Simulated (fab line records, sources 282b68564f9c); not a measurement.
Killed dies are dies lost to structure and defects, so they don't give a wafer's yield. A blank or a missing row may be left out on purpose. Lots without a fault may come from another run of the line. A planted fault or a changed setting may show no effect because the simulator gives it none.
Split-lot experiment | flow rit_cmos | 5 lots, 23 wafers read, on a route of 202 steps

THE SPLIT
At RIT_PRETRO_IMPLANT_08, the setting energy_kev was moved away from the recipe's 45 on 8 of the 23 wafers read, by -4.4% to +2.0%. The other wafers ran this setting at the recipe's value.

The reading is taken at the split's own step.

THE READING
implant.drp_nm (the simulator's own value, which no gauge read), in nm, at RIT_PRETRO_IMPLANT_08. The file gives no usual value for it.

wafer  | tool, chamber at the split | energy_kev as run | against the recipe | implant.drp_nm, nm | against lot-mates on the recipe
L074.3 | implanter-03, 0            | 45                | recipe             | 55.07              | -
L074.4 | implanter-03, 0            | 45                | recipe             | 55.07              | -
L074.5 | implanter-03, 0            | 45                | recipe             | 55.07              | -
L077.1 | implanter-01, 0            | 45                | recipe             | 55.07              | -
L077.3 | implanter-01, 0            | 45                | recipe             | 55.07              | -
L077.2 | implanter-01, 0            | 45.92             | +2.0%              | 55.74              | +0.67
L077.4 | implanter-01, 0            | 45.92             | +2.0%              | 55.74              | +0.67
L077.6 | implanter-01, 0            | 45.92             | +2.0%              | 55.74              | +0.67
L078.2 | implanter-02, 0            | 45                | recipe             | 55.07              | -
L078.3 | implanter-02, 0            | 45                | recipe             | 55.07              | -
L078.4 | implanter-02, 0            | 45                | recipe             | 55.07              | -
L078.5 | implanter-02, 0            | 45                | recipe             | 55.07              | -
L078.6 | implanter-02, 0            | 45                | recipe             | 55.07              | -
L080.1 | implanter-01, 0            | 43.42             | -3.5%              | 53.91              | -1.16
L080.4 | implanter-01, 0            | 43.42             | -3.5%              | 53.91              | -1.16
L080.5 | implanter-01, 0            | 43.42             | -3.5%              | 53.91              | -1.16
L080.2 | implanter-01, 0            | 45                | recipe             | 55.07              | -
L080.3 | implanter-01, 0            | 45                | recipe             | 55.07              | -
L083.1 | implanter-02, 0            | 45                | recipe             | 55.07              | -
L083.2 | implanter-02, 0            | 45                | recipe             | 55.07              | -
L083.3 | implanter-02, 0            | 45                | recipe             | 55.07              | -
L083.5 | implanter-02, 0            | 43                | -4.4%              | 53.6               | -1.47
L083.6 | implanter-02, 0            | 43                | -4.4%              | 53.6               | -1.47

THE FIT
A straight line over all 23 wafers: implant.drp_nm changes by +0.33 nm for each +1% of energy_kev; r = +1.00; the points scatter about the line by 0.0018 nm.
The same after taking each lot's own level away (the mean of its wafers on the recipe; 23 wafers): +0.33 nm for each +1%; r = +1.00; scatter 0.0018 nm.
On that fit, the largest move of energy_kev shifts the reading by 1.5 nm.
The lots' own levels span 55.070 to 55.070 nm.
So the lot-to-lot level changes the slope little: the two slopes agree.
Check: with one of the wafers moved furthest among these (-4.4%) left out of the fit, the line predicts -1.47 nm for it against its lot-mates. It came out at -1.47 nm against them.

OTHER SPLITS ON THESE WAFERS
These wafers also went through other splits before the reading. Each is held against what the fit with the lots' levels taken away leaves over:
other split on the same wafers       | wafers away from the commonest value | r with implant.drp_nm (lot level and that fit taken away)
RIT_ACTIVE_OXIDATION_01 ox_time_s    | 18                                   | +0.48
RIT_ACTIVE_COAT_06 resist_thk_nm     | 9                                    | -0.32
RIT_ACTIVE_DEVELOP_10 develop_time_s | 9                                    | -0.02
RIT_FOX1_OXIDATION_00 temp_c         | 10                                   | +0.15
RIT_NWELL_COAT_01 spin_rpm           | 5                                    | +0.20
RIT_NWELL_IMPLANT_08 dose_cm2        | 8                                    | -0.22
RIT_PWELL_IMPLANT_08 dose_cm2        | 8                                    | -0.24
RIT_PRETRO_COAT_01 resist_thk_nm     | 9                                    | -0.42

THE WHOLE CHAIN: every reading that the file lists as answering this split, in the file's order
step                  | what it does | reading                                                         | change (the file's fit)               | r (the file's)
RIT_PRETRO_IMPLANT_08 |              | implant.rp_nm (the simulator's own value, which no gauge read)  | +1.34 nm for each +1% of the setting  | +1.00
RIT_PRETRO_IMPLANT_08 |              | implant.drp_nm (the simulator's own value, which no gauge read) | +0.331 nm for each +1% of the setting | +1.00

THE FILE'S OWN FIT
implant.drp_nm changes by +0.331 nm for each +1% of energy_kev, r = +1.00.
